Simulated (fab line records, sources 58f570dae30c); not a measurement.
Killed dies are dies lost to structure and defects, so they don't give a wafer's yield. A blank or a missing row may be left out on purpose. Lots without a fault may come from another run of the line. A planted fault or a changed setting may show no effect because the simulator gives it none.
One fault seen from 2 desks | flow berkeley_cmos170 | each desk has only its own numbers; what lay behind them comes last

THE METROLOGY DESK
What the gauges read, lot by lot, whatever tool the lot ran on: means of the sampled wafers that have a number. A lot is out of limits, marked OUT, if its mean lies more than 4 standard deviations from the usual mean; the brackets give that distance.
Columns: A = cd_nm at UCB170_GATE_CD_MEAS_90, usual 350.4 nm; B = NLDD_TW at UCB170_NLDD_TW_MEAS_11, usual 2232; C = PSD_TW at UCB170_PSD_TW_MEAS_10, usual 2352; D = cd_nm at UCB170_NSD_CD_MEAS_06, usual 1200.1 nm; E = PSD_RS at UCB170_SDANNEAL_RS_MEAS_02, usual 75.7 ohm/sq
lot  | first seen here | A     | B    | C    | D      | E
L196 | day 5 20:17     | 352.8 | 2205 | 2389 | 1198.5 | 75.9
L199 | day 6 13:20     | 351.6 | 2276 | 2342 | 1200.8 | 75.3
L201 | day 6 18:46     | 349.2 | 2235 | 2339 | 1202.9 | 75.4
L202 | day 7 06:01     | 349.4 | 2221 | 2395 | 1201.4 | 75.4
L203 | day 7 18:19     | 349.1 | 2182 | 2238 | 1199.4 | 77.6 (+5.7) OUT
L206 | day 7 22:41     | 347.7 | 2198 | 2227 | 1197.9 | 78.4 (+8.3) OUT
L204 | day 7 22:59     | 349.7 | 2199 | 2399 | 1200.4 | 76.0
L209 | day 9 00:38     | 352.1 | 2234 | 2395 | 1200.2 | 75.5
L210 | day 9 05:52     | 348.4 | 2222 | 2386 | 1201.7 | 75.7
L213 | day 9 15:19     | 348.5 | 2191 | 2394 | 1201.2 | 75.6
L214 | day 9 22:45     | 350.5 | 2268 | 2347 | 1200.5 | 75.7
L218 | day 10 14:39    | 349.7 | 2271 | 2302 | 1200.5 | 75.9
L217 | day 10 14:45    | 352.2 | 2273 | 2308 | 1200.5 | 75.4
L219 | day 10 19:47    | 349.3 | 2283 | 2310 | 1199.8 | 75.6
This desk's finding: out of limits on L203, L206; first on L203, day 8 10:41 (PSD_RS at UCB170_SDANNEAL_RS_MEAS_02). In limits: L196, L199, L201, L202, L204, L209, L210, L213, L214, L218, L217, L219.

THE TOOL OWNER'S DESK: implanter-04
The tool's own readings at UCB170_PSD_IMPLANT_08: means of the sampled wafers that have a number, for each lot that ran on this tool. A lot is out of limits, marked OUT, if its mean lies more than 4 standard deviations from the usual mean; the brackets give that distance.
Columns: A = beam_energy_keV at UCB170_PSD_IMPLANT_08, usual 19.999; B = end_station_pressure_torr at UCB170_PSD_IMPLANT_08, usual 1.27e-05 Torr
lot  | first seen here | A                        | B
L202 | day 7 17:48     | 20.000                   | 1.33e-05
L203 | day 8 07:03     | 16.393 (-99 or more) OUT | 1.23e-05
L206 | day 8 07:26     | 16.396 (-99 or more) OUT | 1.29e-05
This desk's finding: out of limits on L203, L206; first on L203, day 8 07:03 (beam_energy_keV at UCB170_PSD_IMPLANT_08). In limits: L202.

PUT TOGETHER
The tool owner's desk could have raised an alarm at day 8 07:03, on L203, L206.
The metrology desk could have raised an alarm at day 8 10:41, on L203, L206.
Of the lots named, all ran UCB170_PSD_IMPLANT_08 on implanter-04.

WHAT THE SIMULATOR HAD PUT IN
Process parameter drift: implanter-04, from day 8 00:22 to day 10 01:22, at UCB170_PSD_IMPLANT_08. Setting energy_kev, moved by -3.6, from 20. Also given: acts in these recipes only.
Lots struck among those shown: L203, L206.
Hours from the fault's start to each desk's first reading out of limits: the tool owner's desk, 7; the metrology desk, 10.
